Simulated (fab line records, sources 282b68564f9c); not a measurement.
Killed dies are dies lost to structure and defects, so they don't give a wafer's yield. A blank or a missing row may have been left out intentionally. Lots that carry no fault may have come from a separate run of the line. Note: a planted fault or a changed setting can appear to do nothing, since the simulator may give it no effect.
Split-lot experiment ; flow rit_cmos ; 5 lots, 27 wafers read, on a route of 202 steps

THE SPLIT
At RIT_SPACER_ETCHBACK_05 (etches Si3N4 in SF6/CHF3, stops on SiO2, target depth 250 nm, time 240 s), the setting target_depth_a was moved away from the recipe's 2500 angstrom on 12 of the 27 wafers read, by -51.4% to -18.5%. This setting was run at the recipe's value on the other wafers.

Reading taken at the split's own step.

THE READING
oes_product_au, in a.u., at RIT_SPACER_ETCHBACK_05 (etches Si3N4 in SF6/CHF3, stops on SiO2, target depth 250 nm, time 240 s). Typical for fault-free wafers on this fab line: 0.855 a.u., with standard deviation 0.011 a.u.

wafer;tool, chamber at the split;target_depth_a as run, angstrom;against the recipe;oes_product_au, a.u.;against lot-mates on the recipe
L075.1;rie_diel-02, 2;1523;-39.1%;1.002;+0.150
L075.2;rie_diel-02, 1;2500;recipe;0.855;-
L075.3;rie_diel-02, 0;2500;recipe;0.846;-
L075.4;rie_diel-02, 1;2500;recipe;0.855;-
L075.5;rie_diel-02, 0;1523;-39.1%;0.978;+0.126
L075.6;rie_diel-02, 2;1523;-39.1%;0.992;+0.140
L078.1;rie_diel-02, 1;2500;recipe;0.851;-
L078.2;rie_diel-02, 0;1214;-51.4%;0.975;+0.132
L078.3;rie_diel-02, 2;2500;recipe;0.840;-
L078.4;rie_diel-02, 2;1214;-51.4%;0.997;+0.154
L078.5;rie_diel-02, 1;1214;-51.4%;1.018;+0.175
L078.6;rie_diel-02, 0;2500;recipe;0.839;-
L079.1;rie_diel-03, 2;2037;-18.5%;0.952;+0.090
L079.2;rie_diel-03, 3;2500;recipe;0.858;-
L079.3;rie_diel-03, 0;2500;recipe;0.861;-
L079.4;rie_diel-03, 1;2500;recipe;0.868;-
L079.5;rie_diel-03, 1;2037;-18.5%;0.982;+0.120
L079.6;rie_diel-03, 0;2037;-18.5%;0.964;+0.102
L082.2;rie_diel-02, 1;2500;recipe;0.845;-
L082.3;rie_diel-02, 0;2500;recipe;0.833;-
L082.5;rie_diel-02, 2;2500;recipe;0.837;-
L084.1;rie_diel-03, 1;1449;-42.0%;1.020;+0.162
L084.2;rie_diel-03, 0;2500;recipe;0.857;-
L084.3;rie_diel-03, 2;1449;-42.0%;1.001;+0.143
L084.4;rie_diel-03, 3;2500;recipe;0.856;-
L084.5;rie_diel-03, 3;1449;-42.0%;0.974;+0.116
L084.6;rie_diel-03, 2;2500;recipe;0.861;-

FIT RESULTS
A straight line over all 27 wafers: oes_product_au changes by -0.00323 a.u. for each +1% of target_depth_a; r = -0.94; the points scatter about the line by 0.024 a.u.
The same after taking each lot's own level away (the mean of its wafers on the recipe; 27 wafers): -0.00324 a.u. for each +1%; r = -0.96; scatter 0.019 a.u.
The reading moves by 0.17 a.u. for the largest change in target_depth_a, on that fit.
The lots' own levels span 0.8383 to 0.8623 a.u., that is 2.2 times the standard deviation above.
Consequently the slope shifts little with the lot-to-lot level, the two slopes agreeing.
Check: with one of the wafers moved furthest among these (-51.4%) left out of the fit, the line predicts +0.178 a.u. for it against its lot-mates. Against them it came out at +0.132 a.u.
Tool readings at the split's step, against how far the setting was moved: oes_product_au r = -0.94.

THESE WAFERS: OTHER SPLITS
Other splits were also applied to these wafers ahead of the reading. Each is held against what the fit with the lots' levels taken away leaves over:
other split on the same wafers;wafers away from the commonest value;r with oes_product_au (lot level and that fit taken away)
RIT_GATE_DEVELOP_15 develop_time_s;9;+0.06

THE WHOLE CHAIN: every reading that the file lists as answering this split, in the file's order
step;what it does;reading;change (the file's fit);r (the file's)
RIT_SPACER_ETCHBACK_05;etches Si3N4 in SF6/CHF3, stops on SiO2, target depth 250 nm, time 240 s;oes_product_au;-0.00336 a.u. for each +1% of the setting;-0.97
RIT_SPACER_ETCHBACK_05;etches Si3N4 in SF6/CHF3, stops on SiO2, target depth 250 nm, time 240 s;etch.depth_nm (the simulator's own value, which no gauge read);+1.12 nm for each +1% of the setting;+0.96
RIT_SPACER_ETCHBACK_05;etches Si3N4 in SF6/CHF3, stops on SiO2, target depth 250 nm, time 240 s;poly-Si_of_GATE_CVD_08.thk_nm (the simulator's own value, which no gauge read);-0.521 nm for each +1% of the setting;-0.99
RIT_SPACER_ETCHBACK_05;etches Si3N4 in SF6/CHF3, stops on SiO2, target depth 250 nm, time 240 s;Si3N4_of_SPACER_CVD_03.thk_nm (the simulator's own value, which no gauge read);-0.435 nm for each +1% of the setting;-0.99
RIT_SDANNEAL_CLEAN_00;cleans in SC1, time 600 s;SiO2_of_FOX2_OXIDATION_00.thk_nm (the simulator's own value, which no gauge read);-0.399 nm for each +1% of the setting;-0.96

THE FILE'S OWN FIT
oes_product_au changes by -0.00336 a.u. for each +1% of target_depth_a, r = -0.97.
